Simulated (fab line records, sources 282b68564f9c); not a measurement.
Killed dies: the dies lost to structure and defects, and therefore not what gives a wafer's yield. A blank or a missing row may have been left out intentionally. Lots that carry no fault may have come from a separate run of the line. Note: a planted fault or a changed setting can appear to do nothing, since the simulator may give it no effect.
fab line records -- flow rit_cmos
record: lots: 6, wafers: 18, last_day: 7
route steps=202 shown PLDD@116 SPACER@125 M1@202
lots that met no fault: taken from a fault-free run of the same line
start_h: hours from the record's first day to the start of the lot's first wafer shown -- wait_h: how many hours have passed since the lot's step before this one -- " the same as in the row above -- L1.1+2: a row that stands for several wafers -- - value missing, or start not given -- * or withheld: withheld -- < > ~ a bound
route shown NAME@n: NAME is a module with steps in the file, n the number in the route of the first one -- usual: average and standard deviation across the fault-free wafers -- same: alike in all rows -- chamber/n: place in a boat -- sites: the reading at each site -- _std_site: the standard deviation of these -- _edge_site: mean of outer sites minus mean of inner sites -- radius_mm: how far each site lies from the wafer's centre -- mask NAME#n: copy n -- behind: tool/chamber where the wafer was last shaped -- hold: why the lot was held/for how many hours/how that ended -- device: transistor that didn't switch, given as n, p or np -- end of line: tests run on the same wafers once the route is complete -- a step given without rows: its recipe and nothing more -- killed: at the first sort, the dies lost to defects and structure; wafer yield is something else -- map: shows each die of a wafer: x if killed, . if not, _ if none is there
set.NAME: the setting as run; set.NAME@STEP: as run at that earlier step -- model.NAME: the simulator's own value behind a step, which no gauge read
lots at selected steps of the route; one table per step, one row per wafer
services: from which hour (start_h, from the record's first day; less than 0 if before it) a tool's chamber was out of use, for how many hours, and why
== steps ==
step: RIT_PLDD_SOFTBAKE_02
recipe: resist: NOVOLAK, temp_c: 90, time_s: 60
step: RIT_PLDD_EXPOSE_03
recipe: mask_id: M8, na: 0.57, target_cd_nm: 40900, dose_mj: 250
step: RIT_PLDD_PEB_04
recipe: resist: NOVOLAK, temp_c: withheld, time_s: withheld
step: RIT_PLDD_DEVELOP_05
recipe: resist: NOVOLAK, develop_time_s: 50, dev_temp_c: 23
step: RIT_PLDD_OVL_MEAS_06
usual: PLDD_OVL: 0.2/1.6
lot.wafer,tool,chamber,start_h,wait_h,PLDD_OVL[nm]
L993.1,overlay-01,-,60.52,-,0.9
L993.2,overlay-01,-,60.52,-,0.4
L993.6,overlay-01,-,60.52,-,1.9
L996.2,overlay-01,-,73.23,-,0.2
L996.3,overlay-01,-,73.23,-,-0.7
L996.6,overlay-01,-,73.23,-,1.7
L108.2,overlay-02,-,131.55,-,-2.1
L108.3,overlay-02,-,131.55,-,-3.4
L108.5,overlay-02,-,131.55,-,-0.4
L110.1,overlay-02,-,142.06,-,-1.6
L110.4,overlay-02,-,142.06,-,-2.9
L110.5,overlay-02,-,142.06,-,-0.7
L111.1,overlay-01,-,142.89,-,0.7
L111.2,overlay-01,-,142.89,-,0.0
L111.3,overlay-01,-,142.89,-,1.2
L115.2,overlay-01,-,164.17,-,-1.7
L115.3,overlay-01,-,164.17,-,-0.2
L115.4,overlay-01,-,164.17,-,-2.2
step: RIT_PLDD_HARDBAKE_07
recipe: resist: NOVOLAK, temp_c: 140, time_s: 60
step: RIT_PLDD_IMPLANT_08
recipe: species: BF2, energy_kev: 19.64, dose_cm2: 9e+14, tilt_deg: 7
step: RIT_PLDD_STRIP_09
recipe: chemistry: O2, time_s: 180, resist: NOVOLAK, platen_temp_c: withheld, power_w: 500, pressure_mtorr: 4000, o2_flow_sccm: 4000
usual: drypump_motor_current_A: 5.7/0.47
lot.wafer,tool,chamber,start_h,wait_h,drypump_motor_current_A,rf_hours_counter_h
L993.1,plasma_asher-02,1,60.85,0.1,6.4,42
L993.2,plasma_asher-02,0,60.85,0.1,6.4,42
L993.6,plasma_asher-02,0,60.85,0.1,6.4,-
L996.2,plasma_asher-01,1,73.56,0.1,5.7,37
L996.3,plasma_asher-01,0,73.56,0.1,5.9,-
L996.6,plasma_asher-01,0,73.56,0.1,6.0,-
L108.2,plasma_asher-01,0,131.88,0.1,6.0,43
L108.3,plasma_asher-01,0,131.88,0.1,6.0,-
L108.5,plasma_asher-01,1,131.88,0.1,5.7,-
L110.1,plasma_asher-02,1,142.40,0.1,6.4,51
L110.4,plasma_asher-02,1,142.40,0.1,6.4,-
L110.5,plasma_asher-02,0,142.40,0.1,6.4,-
L111.1,plasma_asher-03,0,143.24,0.1,5.2,36
L111.2,plasma_asher-03,1,143.24,0.1,5.1,36
L111.3,plasma_asher-03,0,143.24,0.1,5.2,-
L115.2,plasma_asher-03,1,164.50,0.1,5.1,38
L115.3,plasma_asher-03,1,164.50,0.1,5.1,-
L115.4,plasma_asher-03,0,164.50,0.1,5.2,-
step: RIT_PLDD_TW_MEAS_10
usual: PLDD_TW: 2337/21
lot.wafer,tool,chamber,start_h,wait_h,PLDD_TW
L993.1,film_metro-03,-,61.03,0.1,2345
L993.2,film_metro-03,-,61.03,0.1,2351
L993.6,film_metro-03,-,61.03,0.1,2345
L996.2,film_metro-03,-,73.75,0.1,2372
L996.3,film_metro-03,-,73.75,0.1,2360
L996.6,film_metro-03,-,73.75,0.1,2369
L108.2,film_metro-02,-,132.07,0.1,2338
L108.3,film_metro-02,-,132.07,0.1,2325
L108.5,film_metro-02,-,132.07,0.1,2331
L110.1,film_metro-03,-,142.57,0.1,2363
L110.4,film_metro-03,-,142.57,0.1,2368
L110.5,film_metro-03,-,142.57,0.1,2378
L111.1,film_metro-03,-,143.42,0.1,2369
L111.2,film_metro-03,-,143.42,0.1,2365
L111.3,film_metro-03,-,143.42,0.1,2366
L115.2,film_metro-04,-,164.68,0.1,2316
L115.3,film_metro-04,-,164.68,0.1,2297
L115.4,film_metro-04,-,164.68,0.1,2309
step: RIT_SPACER_CLEAN_00
recipe: chemistry: SC1, mix: 3:3:50, time_s: 600, temp_c: 75
step: RIT_SPACER_CLEAN_01
recipe: chemistry: dHF, dilution: 50:1, time_s: 30
step: RIT_SPACER_CLEAN_02
recipe: chemistry: SC2, mix: 3:3:50, time_s: 600, temp_c: 75, dry: n2_spin
step: RIT_SPACER_CVD_03
recipe: material: Si3N4, target_thk_nm: 250, temp_c: 810, precursor: SiH2Cl2/NH3, time_s: 3300, pressure_mtorr: 300, sih2cl2_flow_sccm: 60, nh3_flow_sccm: 150
usual: nh3_flow_sccm: 150.1/0.49, spike_tc_centre_C: 811.9/1.4, spike_tc_load_C: 836/4, spike_tc_source_C: 831.1/1.4
lot.wafer,tool,chamber,start_h,wait_h,nh3_flow_sccm,spike_tc_centre_C,spike_tc_load_C,spike_tc_source_C,model.Si3N4_of_SPACER_CVD_03.thk_nm
L993.1,lpcvd-02,0,61.49,0.0,150.7,813.2,833,828.9,255.6
L993.2,lpcvd-02,0,61.49,0.0,150.7,811.7,833,831.1,254.1
L993.6,lpcvd-02,0,61.49,0.0,150.7,812.8,832,828.2,253.9
L996.2,lpcvd-01,0,74.17,0.0,149.2,812.8,836,831.2,249.3
L996.3,lpcvd-01,0,74.17,0.0,149.6,810.6,836,828.1,249.9
L996.6,lpcvd-01,0,74.17,0.0,149.3,811.8,837,830.3,247.8
L108.2,lpcvd-02,1,133.60,1.1,150.4,830.2,862,853.2,352.1
L108.3,lpcvd-02,1,133.60,1.1,150.2,830.4,863,851.8,351
L108.5,lpcvd-02,1,133.60,1.1,149.9,830.9,861,851.8,353.6
L110.1,lpcvd-01,0,143.01,0.0,149.5,811.7,837,830.2,248.9
L110.4,lpcvd-01,0,143.01,0.0,149.4,813.6,836,831.7,250.6
L110.5,lpcvd-01,0,143.01,0.0,150.1,810.2,838,830.4,249.3
L111.1,lpcvd-02,1,144.33,0.5,149.8,830.0,862,853.1,353.1
L111.2,lpcvd-02,1,144.33,0.5,148.9,831.3,862,851.5,354.7
L111.3,lpcvd-02,1,144.33,0.5,149.5,831.5,863,852.6,352.8
L115.2,lpcvd-01,0,165.10,0.0,149.7,811.0,836,829.2,250.8
L115.3,lpcvd-01,0,165.10,0.0,150.7,811.8,836,832.4,252
L115.4,lpcvd-01,0,165.10,0.0,150.2,813.2,835,830.2,251
step: RIT_SPACER_THK_MEAS_04
recipe: reads: Si3N4_of_SPACER_CVD_03
usual: SPACER_NITRIDE_THK: 250.3/2.4
lot.wafer,tool,chamber,start_h,wait_h,SPACER_NITRIDE_THK[nm]
L993.1,film_metro-01,-,63.40,0.0,255.6
L993.2,film_metro-01,-,63.40,0.0,253.9
L993.6,film_metro-01,-,63.40,0.0,253.9
L996.2,film_metro-03,-,76.09,0.0,249.3
L996.3,film_metro-03,-,76.09,0.0,250.1
L996.6,film_metro-03,-,76.09,0.0,247.8
L108.2,film_metro-04,-,135.53,0.0,352.0
L108.3,film_metro-04,-,135.53,0.0,350.8
L108.5,film_metro-04,-,135.53,0.0,353.6
L110.1,film_metro-01,-,144.93,0.0,249.1
L110.4,film_metro-01,-,144.93,0.0,250.5
L110.5,film_metro-01,-,144.93,0.0,249.3
L111.1,film_metro-04,-,146.24,0.0,353.1
L111.2,film_metro-04,-,146.24,0.0,354.7
L111.3,film_metro-04,-,146.24,0.0,353.0
L115.2,film_metro-01,-,167.03,0.0,250.8
L115.3,film_metro-01,-,167.03,0.0,252.0
L115.4,film_metro-01,-,167.03,0.0,250.9
step: RIT_SPACER_ETCHBACK_05
recipe: target_depth_a: 2500, SF6_flow_sccm: 30, CHF3_flow_sccm: 30, target: Si3N4, chemistry: SF6/CHF3, pressure_mtorr: 40, rf_w: 250, time_s: 240, stop_on: SiO2
usual: drypump_motor_current_A: 5.7/0.52, oes_product_au: 0.844/0.013, throttle_valve_pct: 10.20/0.12
lot.wafer,tool,chamber,start_h,wait_h,drypump_motor_current_A,oes_product_au,rf_hours_counter_h,throttle_valve_pct,model.Si3N4_of_SPACER_CVD_03.thk_nm,model.etch.depth_nm
L993.1,rie_diel-02,3,63.46,0.1,6.3,0.846,1,10.05,198.7,255.6
L993.2,rie_diel-02,0,63.46,0.1,5.4,0.860,129,10.32,198.8,254.1
L993.6,rie_diel-02,3,63.46,0.1,6.3,0.843,-,10.06,197.7,253.9
L996.2,rie_diel-04,3,76.14,0.0,5.7,0.845,2,10.35,194.8,249.3
L996.3,rie_diel-04,0,76.14,0.0,5.3,0.851,54,10.11,196,249.9
L996.6,rie_diel-04,1,76.14,0.0,6.8,0.840,-,10.31,195.2,247.8
L108.2,rie_diel-04,0,135.58,0.0,5.2,1.005,55,10.16,275.7,313.8
L108.3,rie_diel-04,3,135.58,0.0,5.7,1.010,3,10.43,274.1,316.6
L108.5,rie_diel-04,3,135.58,0.0,5.7,1.017,-,10.43,275.9,317.6
L110.1,rie_diel-03,3,144.99,0.1,5.1,0.855,59,10.19,195.9,248.9
L110.4,rie_diel-03,2,144.99,0.1,5.2,0.848,113,10.13,197.4,250.6
L110.5,rie_diel-03,2,144.99,0.1,5.2,0.850,-,10.11,196.2,249.3
L111.1,rie_diel-04,0,146.30,0.1,5.3,0.992,56,10.17,277.7,308.9
L111.2,rie_diel-04,1,146.30,0.1,6.8,0.990,34,10.33,280.5,302.5
L111.3,rie_diel-04,3,146.30,0.1,5.7,1.002,4,10.42,276.1,314.5
L115.2,rie_diel-04,0,167.08,0.0,5.3,0.846,56,10.13,196.3,250.8
L115.3,rie_diel-04,3,167.08,0.0,5.7,0.848,4,10.38,196.7,252
L115.4,rie_diel-04,1,167.08,0.0,6.8,0.843,35,10.29,197.9,251
step: RIT_M1_PROBE_99
usual: killed_at_contacts: 0.1/0.23, killed_at_front_end: 6.6/2.8, killed_dies: 6.6/2.8, killed_on_rim: 1.8/1.4, killed_open: 3.3/2, killed_short: 3.2/1.7
same: gross_dies: 264, killed_at_M0_to_M3: 0, killed_at_M4_up: 0, killed_at_back_side: 0, killed_at_other: 0
lot.wafer,tool,chamber,start_h,wait_h,killed_at_contacts,killed_at_front_end,killed_dies,killed_on_rim,killed_open,killed_short
L993.1,prober-01,-,74.91,0.1,0,5,5,0,0,5
L993.2,prober-01,-,74.96,0.1,0,7,7,0,3,4
L993.6,prober-01,-,75.16,0.2,0,4,4,2,4,0
L108.2,prober-02,-,146.75,0.1,0,264,264,70,4,1
L108.3,prober-02,-,146.80,0.2,0,264,264,70,4,4
L108.5,prober-02,-,146.90,0.2,0,264,264,70,5,3
L110.1,prober-02,-,156.11,0.1,0,8,8,2,4,4
L110.4,prober-02,-,156.26,0.2,0,11,11,2,8,3
L110.5,prober-02,-,156.31,0.2,0,8,8,1,4,4
L111.1,prober-01,-,157.61,0.1,0,264,264,70,1,2
L111.2,prober-01,-,157.66,0.1,0,264,264,70,6,6
L111.3,prober-01,-,157.71,0.2,0,264,264,70,4,3
L115.2,prober-01,-,178.27,0.1,0,6,6,3,3,3
L115.3,prober-01,-,178.32,0.2,1,7,8,1,2,6
L115.4,prober-01,-,178.37,0.2,0,5,5,0,2,3
killed by level:class
L993.1 FOX1:geometric_particle:short=2 GATE:geometric_particle:short=2 SILICIDE:geometric_particle:short=1
L993.2 FOX1:geometric_particle:short=2 FOX1:geometric_particle:open=1 GATE:geometric_particle:open=1 REOX:geometric_particle:short=1 SILICIDE:geometric_particle:short=1 SILICIDE:geometric_particle:open=1
L993.6 SILICIDE:geometric_particle:open=2 FOX2:geometric_particle:open=1 GATE:geometric_particle:open=1
L108.2 SPACER:area_etchback=257 NLDD:coat_microbubble_printed=2 FOX1:geometric_particle:short=1 GATE:geometric_particle:open=1 REOX:geometric_particle:open=1 SPACER:geometric_particle:open=1 SILICIDE:geometric_particle:open=1
L108.3 SPACER:area_etchback=256 GATE:geometric_particle:open=3 GATE:geometric_particle:short=2 FOX2:geometric_particle:short=1 REOX:geometric_particle:short=1 REOX:geometric_particle:open=1
L108.5 SPACER:area_etchback=254 GATE:geometric_particle:open=4 GATE:geometric_particle:short=3 NLDD:coat_microbubble_printed=2 SILICIDE:geometric_particle:open=1
L110.1 SILICIDE:geometric_particle:open=2 FOX1:geometric_particle:open=1 FOX2:geometric_particle:short=1 GATE:geometric_particle:short=1 REOX:geometric_particle:short=1 SPACER:geometric_particle:open=1 SILICIDE:geometric_particle:short=1
L110.4 FOX1:geometric_particle:open=2 GATE:geometric_particle:open=2 GATE:geometric_particle:short=2 SPACER:geometric_particle:open=2 REOX:geometric_particle:open=1 SILICIDE:geometric_particle:short=1 SILICIDE:geometric_particle:open=1
L110.5 FOX2:geometric_particle:open=2 SILICIDE:geometric_particle:short=2 GATE:geometric_particle:short=1 REOX:geometric_particle:open=1 SPACER:geometric_particle:short=1 SPACER:geometric_particle:open=1
L111.1 SPACER:area_etchback=261 SILICIDE:geometric_particle:short=2 SILICIDE:geometric_particle:open=1
L111.2 SPACER:area_etchback=252 FOX1:geometric_particle:short=2 FOX1:geometric_particle:open=2 GATE:geometric_particle:short=2 REOX:geometric_particle:open=2 REOX:geometric_particle:short=1 SPACER:geometric_particle:open=1 SILICIDE:geometric_particle:short=1
L111.3 SPACER:area_etchback=257 REOX:geometric_particle:open=2 SILICIDE:geometric_particle:open=2 FOX1:geometric_particle:short=1 REOX:geometric_particle:short=1 SPACER:geometric_particle:short=1
L115.2 GATE:geometric_particle:short=2 FOX1:geometric_particle:open=1 FOX2:geometric_particle:short=1 REOX:geometric_particle:open=1 SILICIDE:geometric_particle:open=1
L115.3 GATE:geometric_particle:open=2 SILICIDE:geometric_particle:short=2 FOX1:geometric_particle:short=1 FOX2:geometric_particle:short=1 GATE:geometric_particle:short=1 CONTACT:geometric_particle:short=1
L115.4 GATE:geometric_particle:short=3 GATE:geometric_particle:open=1 REOX:geometric_particle:open=1
map L108.2 (x killed, . not)
________xxxxxxx_______
_____xxxxxxxxxxxxx____
____xxxxxxxxxxxxxxx___
___xxxxxxxxxxxxxxxxx__
__xxxxxxxxxxxxxxxxxxx_
__xxxxxxxxxxxxxxxxxxx_
_xxxxxxxxxxxxxxxxxxxxx
_xxxxxxxxxxxxxxxxxxxxx
_xxxxxxxxxxxxxxxxxxxxx
_xxxxxxxxxxxxxxxxxxxxx
__xxxxxxxxxxxxxxxxxxx_
__xxxxxxxxxxxxxxxxxxx_
___xxxxxxxxxxxxxxxxx__
____xxxxxxxxxxxxxxx___
_____xxxxxxxxxxxxx____
________xxxxxxx_______
map L111.1 (x killed, . not)
________xxxxxxx_______
_____xxxxxxxxxxxxx____
____xxxxxxxxxxxxxxx___
___xxxxxxxxxxxxxxxxx__
__xxxxxxxxxxxxxxxxxxx_
__xxxxxxxxxxxxxxxxxxx_
_xxxxxxxxxxxxxxxxxxxxx
_xxxxxxxxxxxxxxxxxxxxx
_xxxxxxxxxxxxxxxxxxxxx
_xxxxxxxxxxxxxxxxxxxxx
__xxxxxxxxxxxxxxxxxxx_
__xxxxxxxxxxxxxxxxxxx_
___xxxxxxxxxxxxxxxxx__
____xxxxxxxxxxxxxxx___
_____xxxxxxxxxxxxx____
________xxxxxxx_______
== services ==
tool,chamber,start_h,hours,kind
plasma_asher-02,-,39.84,14.4,repair
plasma_asher-02,-,47.53,0.5,repair
rie_diel-03,3,52.52,4.3,repair
plasma_asher-03,-,52.89,14.6,pm
rie_diel-02,0,81.92,9.5,repair
rie_diel-03,1,85.17,-,clean
rie_diel-03,1,85.17,20.9,scheduled_down
rie_diel-03,1,85.17,20.9,vent_cycle
rie_diel-04,2,87.08,5.0,repair
plasma_asher-02,-,121.22,0.5,repair
plasma_asher-01,-,134.42,1.8,repair
== key ==
first_sign: step: RIT_SPACER_CVD_03, reading: spike_tc_source_C, direction: up, sigmas: 15, usual: 831.1, struck: 852.3
effect: step: RIT_SPACER_CVD_03, reading: spike_tc_centre_C, direction: up, sigmas: 13, usual: 811.9, struck: 830.7
effect: step: RIT_SPACER_THK_MEAS_04, reading: SPACER_NITRIDE_THK, direction: up, sigmas: 43, usual: 250.3, struck: 352.9
effect: step: RIT_SPACER_ETCHBACK_05, reading: oes_product_au, direction: up, sigmas: 12, usual: 0.844, struck: 1.003
effect: step: RIT_M1_PROBE_99, reading: killed_at_front_end, direction: up, sigmas: 92, usual: 6.6, struck: 264
model_effect: step: RIT_SPACER_CVD_03, value: Si3N4_of_SPACER_CVD_03.thk_nm, without: 248.2, struck: 352.9
model_effect: step: RIT_SPACER_ETCHBACK_05, value: Si3N4_of_SPACER_CVD_03.thk_nm, without: 194.6, struck: 276.6
more_kills_born_at: RIT_SPACER_ETCHBACK_05@rie_diel-04: 1537
met_at RIT_SPACER_CVD_03
struck_wafers L108.2,L108.3,L108.5,L111.1,L111.2,L111.3
later_rows_left_out L108.2,L108.3,L108.5,L111.1,L111.2,L111.3
tester_left_out L108,L111
fault: kind: process_parameter_drift, tool: lpcvd-02, chamber: 1, onset_h: 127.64, steps: RIT_SPACER_CVD_03, channel: temp_c, offset: *, shape: step, end_h: 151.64, acts_in: *, stated: *
tester_left_out: of these lots the tester's yield and bins aren't shown, on N5 and GAA mostly nor the transistor test; their killed dies are dies lost to structure and defects alone, not to doping, threshold or leakage, so they don't give the yield
later_rows_left_out: the simulator's readings of these wafers behind a module that went badly wrong aren't trusted and aren't shown, but for the sort
